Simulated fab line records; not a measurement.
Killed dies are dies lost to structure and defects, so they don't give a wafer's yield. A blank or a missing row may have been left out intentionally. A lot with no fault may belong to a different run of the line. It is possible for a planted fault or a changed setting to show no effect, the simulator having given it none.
Matching of chambers ; flow berkeley-cmos170 ; cmp-02 running UCB170_V1_CMP_02: 4 sister chambers
The step polishes SiO2. 8 wafers are shown with their chamber, then 7 later ones without.

WAFERS WITH THEIR CHAMBER
wafer;chamber;motor-current-A (A);edge-zone-pressure-frac
L424.1;0;14.5;0.992
L429.4;0;16.8;0.997
L433.6;1;15.7;1.001
L436.1;2;15.1;1.002
L436.3;3;14.4;0.997
L436.4;1;16.1;0.997
L440.2;3;12.9;0.997
L440.4;2;14.6;0.990

WAFERS WITHOUT THEIR CHAMBER
wafer;motor-current-A (A);edge-zone-pressure-frac
L440.5;15.6;1.001
L444.1;14.5;0.997
L444.3;15.0;0.999
L444.6;15.1;0.994
L446.1;15.4;0.994
L446.2;13.7;1.009
L446.5;13.5;1.000

WHICH CHAMBER EACH ONE RAN IN
wafer;from the rows above;in truth
L440.5;can't be placed: 1 or 2 or 0 or 3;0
L444.1;can't be placed: 2 or 3 or 0 or 1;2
L444.3;can't be placed: 2 or 1 or 0 or 3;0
L444.6;can't be placed: 2 or 0 or 1 or 3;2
L446.1;can't be placed: 0 or 2 or 1 or 3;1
L446.2;can't be placed: 3 or 2 or 1 or 0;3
L446.5;can't be placed: 3 or 2 or 1 or 0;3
Placed correctly: 0 of 7. Can't be placed from these rows: 7 (the true chamber is among the candidates in 7). 0 placed wrongly.
How it was worked out, from the rows above alone: a wafer's distance from a chamber is the root of the sum, over the readings, of the square of ((its reading less the chamber's mean) divided by the reading's scatter). If the next closest chamber is less than 2 further off than the closest, the wafer can't be placed; otherwise it belongs to the closest. The mean given for a chamber averages the wafers shown for that chamber. How the scatter is found: for the shown wafers, subtract from each reading the mean of its chamber, square and add these, divide the total by (wafers less chambers), then take the root.
